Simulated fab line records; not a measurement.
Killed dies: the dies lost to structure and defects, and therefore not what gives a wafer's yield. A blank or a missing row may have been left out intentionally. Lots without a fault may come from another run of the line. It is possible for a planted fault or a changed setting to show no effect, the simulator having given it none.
Code-filled problem report in 8D (eight disciplines) form / flow ritCmos / the parts of the form that need people (team, actions taken, sign-off) are left out

## 1. WHAT WENT WRONG
Mean of rfFwdPowerW at RIT_CONTACT_CVD_00: 349.9 W across 2 wafers in 2 lots; on wafers with no fault it is 397.2 W (standard deviation 1.4). That puts it -34 standard deviations away from the usual mean.
The step: deposits SiO2 from TEOS, target thk 400 nm, time 61 s.
The first sign was on wafer L863.3 at day 4 16:23, on pecvd-04. Wafers with a number at this step in the record: 12, from 4 lots. Rule for "out", or "out of limits": more than 4 standard deviations from the usual mean. Any other wafer with a number is counted as sound.

## 2. WHAT IT IS; WHAT IT IS NOT
question=which readings at this step | is=rfFwdPowerW | is not=heaterPowerW
question=which lots | is=L863, L867 | is not=L870, L880
question=which wafers of those lots | is=L863.3, L867.4 | is not=L863.1, L863.5, L867.2, L867.5
question=read on which tools | is=pecvd-04 | is not=pecvd-02
question=when | is=from day 4 16:23 | is not=up to then (2 sound wafers); but 8 sound wafers of L867, L870, L880 came after

## 3. SUSPECTS, AND WHAT RULES EACH OUT
Counting: a tool at a process step up to the reading stays a suspect if it ran every lot that is out. Sound lots after the first of them don't rule it out here, since some wafers of a struck lot are sound.
- pecvd-04 at RIT_CONTACT_CVD_00 (deposits SiO2 from TEOS, target thk 400 nm, time 61 s): kept. It ran every lot that is out, first L863 (day 4 16:23). On those wafers its own readings are out: rfFwdPowerW.
- At RIT_CONTACT_CVD_00, inside pecvd-04: chamber 2 took the wafers that are out, while their sound lot-mates went through chambers 0, 1.
Remaining after the count: pecvd-04 at RIT_CONTACT_CVD_00.

## 4. THE CAUSE (what the simulator had put in)
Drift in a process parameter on pecvd-04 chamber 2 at RIT_CONTACT_CVD_00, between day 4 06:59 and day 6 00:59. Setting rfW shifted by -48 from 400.
Counting left only this tool.

## 5. SEQUENCE OF EFFECTS, ordered by route
Each row: a reading where the mean over the struck wafers with a number is more than 3 standard deviations away from the usual. Only readings for which the record gives a usual standard deviation are gone through. hours: the time from each lot's start at the first step in this table that gives one to its start at this step, as a median over the lots. sigmas: the change in usual standard deviations.
hours=0; step=RIT_CONTACT_CVD_00; reading=rfFwdPowerW; usual=397.2 W; on struck wafers=349.9; change=-47.3; sigmas=-34
It contains these process steps:
- RIT_CONTACT_CVD_00: deposits SiO2 from TEOS, target thk 400 nm, time 61 s.
At these later measuring or inspecting steps, every struck wafer for which the step has a row has a number for every such reading, and none has moved that far: RIT_CONTACT_THK_MEAS_01.

## 6. WHAT WOULD HAVE CAUGHT IT SOONER
9 hours passed between the start of the fault at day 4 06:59 and the first reading out of limits in this record, taken at day 4 16:23.
